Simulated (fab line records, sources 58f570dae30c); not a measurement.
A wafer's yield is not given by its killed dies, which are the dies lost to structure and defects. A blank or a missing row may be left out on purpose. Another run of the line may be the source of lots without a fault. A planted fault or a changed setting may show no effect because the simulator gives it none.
fab line records	flow berkeley-cmos170
[record] lots = 5	wafers = 15	last-day = 10
route steps=331 shown PWELL@41 WELLDRIVE@55
lots that met no fault: from a run of the same line without faults
start-h: start of the lot's first displayed wafer, in hours after the record's first day	wait-h: how many hours have passed since the lot's step before this one	" repeats the value in the row above	L1.1+2: a single row standing in for several wafers	- no value present, or no start provided	* or withheld: withheld	< > ~ a bound
route shown NAME@n: names a module that has steps shown in the file, with the first one's number in the route	usual: the fault-free wafers' mean and standard deviation	same: alike in all rows	chamber/n: place in a boat	sites: the reading at each site	_std_site: standard deviation of those values	_edge_site: inner sites' mean taken away from outer sites' mean	radius-mm: how far each site lies from the wafer's centre	mask NAME#n: copy n	behind: the most recent tool/chamber to have shaped the wafer	hold: why the lot went on hold/how many hours it stayed there/how the hold came to an end	device: the transistor (n, p or np) that didn't switch	end of line: the route-end tests of the same wafers	for a step that has no rows: nothing shown but its recipe	killed: dies that structure and defects cost at the first sort, which is not the same as the wafer's yield	map: dies across one wafer; x = killed, . = not, _ = none there
set.NAME: the setting that was run; set.NAME@STEP: the one run at that earlier step	model.NAME: the simulator's own value behind a step, which no gauge read
lots seen at some steps along the route; tables by step, rows by wafer
services: from which hour (start-h, from the record's first day; less than 0 if before it) a tool's chamber was out of use, for how many hours, and why
[[steps]]
[step UCB170_PWELL_HMDS_07]
[recipe] prime-time-s = 60	prime-temp-c = 100
[usual] exhaust-pa = 44.9/0.87
lot.wafer	tool	chamber	start-h	wait-h	exhaust-pa
L077.2	litho-track-04	0	61.95	0.7	45.4
L077.4	"	0	"	"	45.3
L077.5	"	0	"	"	44.5
L078.1	litho-track-03	0	69.80	0.2	44.6
L078.3	"	0	"	"	46.6
L078.4	"	0	"	"	44.5
L081.2	litho-track-02	0	82.66	0.4	44.2
L081.5	"	0	"	"	45.3
L081.6	"	0	"	"	46.0
L084.2	litho-track-02	0	98.11	0.3	44.1
L084.4	"	0	"	"	44.6
L084.6	"	0	"	"	43.5
L091.3	litho-track-04	0	124.51	0.8	44.4
L091.5	"	0	"	"	46.2
L091.6	"	0	"	"	44.8
[step UCB170_PWELL_COAT_08]
[recipe] resist = KrF	spin-rpm = 1500	resist-thk-nm = 900
[usual] exhaust-pa = 45.0/0.9
lot.wafer	tool	chamber	start-h	wait-h	exhaust-pa
L077.2	litho-track-04	0	62.10	0.1	47.5
L077.4	"	0	"	"	47.2
L077.5	"	0	"	"	46.4
L078.1	litho-track-03	0	69.95	0.1	44.5
L078.3	"	0	"	"	44.9
L078.4	"	0	"	"	44.9
L081.2	litho-track-02	0	82.81	0.1	44.8
L081.5	"	0	"	"	45.2
L081.6	"	0	"	"	45.5
L084.2	litho-track-02	0	98.26	0.1	45.5
L084.4	"	0	"	"	45.8
L084.6	"	0	"	"	44.1
L091.3	litho-track-04	0	124.66	0.1	44.4
L091.5	"	0	"	"	45.1
L091.6	"	0	"	"	44.3
[step UCB170_PWELL_SOFTBAKE_09]
[recipe] resist = KrF	temp-c = 130	time-s = 60
[usual] exhaust-pa = 45.1/0.93
lot.wafer	tool	chamber	start-h	wait-h	exhaust-pa
L077.2	litho-track-04	0	62.25	0.1	45.0
L077.4	"	0	"	"	46.4
L077.5	"	0	"	"	45.9
L078.1	litho-track-03	0	70.10	0.1	45.5
L078.3	"	0	"	"	44.7
L078.4	"	0	"	"	46.0
L081.2	litho-track-02	0	82.96	0.1	44.5
L081.5	"	0	"	"	44.3
L081.6	"	0	"	"	45.5
L084.2	litho-track-02	0	98.41	0.1	46.3
L084.4	"	0	"	"	45.8
L084.6	"	0	"	"	44.9
L091.3	litho-track-04	0	124.81	0.1	46.9
L091.5	"	0	"	"	45.6
L091.6	"	0	"	"	46.0
[step UCB170_PWELL_EXPOSE_10]
[recipe] mask-id = PWELL	target-cd-nm = 3000	na = 0.5	sigma-outer = 0.6	source-shape = conventional	dose-mj = 19
lot.wafer	tool	chamber	start-h	wait-h	mask
L077.2+4+5	krf-scanner-02	0	62.39	0.1	PWELL#0
L078.1+3+4	krf-scanner-02	0	70.38	0.2	PWELL#0
L081.2+5+6	krf-scanner-02	0	83.31	0.3	PWELL#0
L084.2+4+6	krf-scanner-01	0	98.79	0.4	PWELL#0
L091.3+5+6	krf-scanner-02	0	124.94	0.1	PWELL#0
[step UCB170_PWELL_PEB_11]
[recipe] peb-temp-c = 130	peb-time-s = withheld	resist = KrF
[usual] exhaust-pa = 44.8/0.84
lot.wafer	tool	chamber	start-h	wait-h	exhaust-pa
L077.2	litho-track-03	0	63.03	0.6	45.7
L077.4	"	0	"	"	44.4
L077.5	"	0	"	"	45.1
L078.1	litho-track-04	0	70.49	0.1	43.6
L078.3	"	0	"	"	45.1
L078.4	"	0	"	"	45.9
L081.2	litho-track-03	0	83.80	0.5	45.7
L081.5	"	0	"	"	45.4
L081.6	"	0	"	"	46.2
L084.2	litho-track-04	0	98.91	0.1	44.8
L084.4	"	0	"	"	45.1
L084.6	"	0	"	"	44.7
L091.3	litho-track-04	0	125.07	0.1	46.0
L091.5	"	0	"	"	44.1
L091.6	"	0	"	"	45.1
[step UCB170_PWELL_DEVELOP_12]
[recipe] developer = TMAH	develop-time-s = 45	resist = KrF	dev-temp-c = 21
[usual] exhaust-pa = 44.9/0.93
lot.wafer	tool	chamber	start-h	wait-h	exhaust-pa
L077.2	litho-track-03	0	-	-	44.9
L077.4	"	0	"	"	43.8
L077.5	"	0	"	"	45.8
L078.1	litho-track-04	0	-	-	44.2
L078.3	"	0	"	"	45.8
L078.4	"	0	"	"	44.1
L081.2	litho-track-03	0	-	-	45.3
L081.5	"	0	"	"	44.8
L081.6	"	0	"	"	45.1
L084.2	litho-track-04	0	-	-	42.6
L084.4	"	0	"	"	45.0
L084.6	"	0	"	"	43.9
L091.3	litho-track-04	0	-	-	44.0
L091.5	"	0	"	"	43.7
L091.6	"	0	"	"	44.2
[step UCB170_PWELL_OVL_MEAS_13]
[usual] PWELL_OVL = 3/5.1
lot.wafer	tool	chamber	start-h	wait-h	PWELL_OVL[nm]
L077.2	overlay-01	-	63.28	-	6
L077.4	"	-	"	"	7
L077.5	"	-	"	"	-4
L078.1	overlay-01	-	70.77	-	-10
L078.3	"	-	"	"	0
L078.4	"	-	"	"	-6
L081.2	overlay-01	-	84.05	-	5
L081.5	"	-	"	"	-3
L081.6	"	-	"	"	-7
L084.2	overlay-01	-	99.16	-	-2
L084.4	"	-	"	"	-4
L084.6	"	-	"	"	-6
L091.3	overlay-01	-	125.31	-	7
L091.5	"	-	"	"	4
L091.6	"	-	"	"	7
[step UCB170_PWELL_ETCH_14]
[recipe] chemistry = CH3F/Ar/O2	target = Si3N4	stop-on = SiO2	CH3F_flow_sccm = 20	Ar_flow_sccm = 50	O2_flow_sccm = 7	pressure-mtorr = 50	rf-w = 450	target-depth-a = 2420	over-etch-frac = 0.1	time-s = 151
[usual] drypump-motor-current-A = 5.8/0.45	oes-product-au = 0.941/0.015	throttle-valve-pct = 7.99/0.12
lot.wafer	tool	chamber	start-h	wait-h	drypump-motor-current-A	oes-product-au	rf-hours-counter-h	throttle-valve-pct
L077.2	rie-diel-02	2	63.31	0.0	5.8	0.930	30	7.93
L077.4	"	1	"	"	5.6	0.915	-	7.80
L077.5	"	2	"	"	5.8	0.944	-	7.92
L078.1	rie-diel-02	3	70.80	0.0	5.9	0.952	105	8.10
L078.3	"	0	"	"	5.8	0.953	0	7.90
L078.4	"	1	"	"	5.6	0.914	1	7.77
L081.2	rie-diel-01	0	84.08	0.0	5.3	0.918	16	7.96
L081.5	"	2	"	"	5.3	0.932	-	7.93
L081.6	"	1	"	"	6.7	0.944	-	7.93
L084.2	rie-diel-02	3	99.19	0.0	5.8	0.957	107	8.12
L084.4	"	1	"	"	5.6	0.911	3	7.79
L084.6	"	2	"	"	5.8	0.927	-	7.93
L091.3	rie-diel-01	1	125.33	0.0	6.7	0.953	6	7.93
L091.5	"	0	"	"	5.3	0.931	-	7.93
L091.6	"	1	"	"	6.7	0.945	-	7.93
[step UCB170_PWELL_IMPLANT_15]
[recipe] species = B	dose-cm2 = 5e+12	energy-kev = 60	tilt-deg = 7
lot.wafer	tool	chamber	start-h	wait-h
L077.2+4+5	implanter-01	0	63.44	0.1
L078.1+3+4	implanter-01	0	70.90	0.1
L081.2+5+6	implanter-04	0	84.21	0.1
L084.2+4+6	implanter-03	0	99.32	0.1
L091.3+5+6	implanter-01	0	125.53	0.2
[step UCB170_PWELL_STRIP_16]
[recipe] chemistry = O2	power-w = 400	pressure-mtorr = 3500	platen-temp-c = withheld	o2-flow-sccm = 400	overash-fraction = 0.5
[usual] drypump-motor-current-A = 5.57/0.13	oes-product-au = 0.720/0.0044	strip-time-to-endpoint-s = 18.16/0.079
lot.wafer	tool	chamber	start-h	wait-h	drypump-motor-current-A	oes-product-au	rf-hours-counter-h	strip-time-to-endpoint-s
L077.2	plasma-asher-01	0	63.56	0.1	5.66	0.724	40	18.14
L077.4	"	0	"	"	5.70	0.727	-	18.18
L077.5	"	1	"	"	5.57	0.718	-	18.18
L078.1	plasma-asher-03	1	71.05	0.1	5.49	0.720	29	18.27
L078.3	"	0	"	"	5.58	0.723	-	18.18
L078.4	"	1	"	"	5.50	0.719	-	18.14
L081.2	plasma-asher-03	0	84.33	0.1	5.62	0.718	30	18.19
L081.5	"	0	"	"	5.59	0.721	-	18.14
L081.6	"	1	"	"	5.58	0.722	-	18.09
L084.2	plasma-asher-03	1	99.44	0.1	5.53	0.717	32	18.27
L084.4	"	1	"	"	5.56	0.718	-	18.14
L084.6	"	1	"	"	5.53	0.713	-	18.20
L091.3	plasma-asher-02	0	125.77	0.2	5.70	0.719	-	18.07
L091.5	"	0	"	"	5.72	0.723	-	18.12
L091.6	"	1	"	"	5.17	0.723	-	18.10
[step UCB170_PWELL_TW_MEAS_17]
[usual] PWELL_TW = 377.0/2
lot.wafer	tool	chamber	start-h	wait-h	PWELL_TW
L077.2	film-metro-02	-	63.67	0.1	377.6
L077.4	"	-	"	"	375.0
L077.5	"	-	"	"	376.9
L078.1	film-metro-02	-	71.15	0.1	378.3
L078.3	"	-	"	"	377.9
L078.4	"	-	"	"	377.7
L081.2	film-metro-03	-	84.44	0.1	373.6
L081.5	"	-	"	"	374.1
L081.6	"	-	"	"	373.6
L084.2	film-metro-03	-	99.55	0.1	376.2
L084.4	"	-	"	"	374.2
L084.6	"	-	"	"	374.5
L091.3	film-metro-02	-	125.85	0.1	378.0
L091.5	"	-	"	"	377.5
L091.6	"	-	"	"	378.2
[step UCB170_PWELL_CLEAN_18]
[recipe] chemistry = SPM	temp-c = 120	time-s = 600
lot.wafer	tool	chamber	start-h	wait-h
L077.2+4+5	wet-bench-01	2	63.72	0.0
L078.1+3+4	wet-bench-03	2	71.21	0.1
L081.2+5+6	wet-bench-03	0	84.49	0.0
L084.2+4+6	wet-bench-01	2	99.60	0.0
L091.3+5+6	wet-bench-02	0	125.89	0.0
[step UCB170_PWELL_WET_ETCH_19]
[recipe] chemistry = H3PO4	target = Si3N4	temp-c = 160	time-s = 14400
lot.wafer	tool	chamber	start-h	wait-h
L077.2+4+5	wet-bench-02	1	63.91	0.0
L078.1+3+4	wet-bench-03	0	71.40	0.0
L081.2+5+6	wet-bench-03	0	84.67	0.0
L084.2+4+6	wet-bench-01	0	99.78	0.0
L091.3+5+6	wet-bench-02	1	126.08	0.0
[step UCB170_PWELL_WET_ETCH_20]
[recipe] chemistry = BOE	dilution = 5:1	target = SiO2	temp-c = 25	time-s = 22
lot.wafer	tool	chamber	start-h	wait-h
L077.2+4+5	wet-bench-02	2	68.59	0.3
L078.1+3+4	wet-bench-03	2	75.97	0.2
L081.2+5+6	wet-bench-03	3	88.85	0.2
L084.2+4+6	wet-bench-01	1	103.96	0.2
L091.3+5+6	wet-bench-01	3	130.09	0.0
[step UCB170_WELLDRIVE_CLEAN_00]
[recipe] chemistry = SPM	temp-c = 120	time-s = 600
lot.wafer	tool	chamber	start-h	wait-h
L077.2+4+5	wet-bench-02	3	68.80	0.2
L078.1+3+4	wet-bench-03	2	76.17	0.2
L081.2+5+6	wet-bench-01	0	88.89	0.0
L084.2+4+6	wet-bench-01	2	103.98	0.0
L091.3+5+6	wet-bench-03	0	130.11	0.0
[step UCB170_WELLDRIVE_OXIDATION_01]
[recipe] temp-c = 1100	ambient = O2	target-thk-a = 1990	ox-time-s = 9000
lot.wafer	tool	chamber	start-h	wait-h
L077.2+4+5	furnace-03	0	70.64	1.6
L078.1+3+4	furnace-04	0	80.10	3.7
L081.2+5+6	furnace-01	0	90.39	1.3
L084.2+4+6	furnace-04	0	106.17	2.0
L091.3+5+6	furnace-04	0	133.47	3.2
[[services]]
tool	chamber	start-h	hours	kind
krf-scanner-02	-	46.14	4.0	pm
rie-diel-02	0	48.83	-	clean
rie-diel-02	0	48.83	16.3	scheduled-down
rie-diel-02	0	48.83	16.3	vent-cycle
krf-scanner-01	-	50.18	1.0	pm
implanter-01	-	56.10	6.7	pm
krf-scanner-02	-	63.97	0.8	pm
krf-scanner-01	-	64.80	0.8	pm
krf-scanner-01	0	65.25	-	calibration
krf-scanner-02	0	66.53	-	calibration
wet-bench-01	-	71.10	1.8	repair
furnace-01	-	74.82	4.1	pm
furnace-03	-	76.89	3.4	pm
implanter-01	-	90.29	5.5	pm
implanter-04	-	94.67	6.0	repair
furnace-04	-	95.70	3.1	pm
plasma-asher-01	-	108.75	9.0	pm
plasma-asher-01	0	108.75	9.0	vent-cycle
plasma-asher-01	1	108.75	9.0	vent-cycle
plasma-asher-01	0	117.75	-	clean
plasma-asher-01	1	117.75	-	clean
rie-diel-02	0	119.95	15.3	repair
rie-diel-02	2	127.36	4.1	repair
[[key]]
fault none
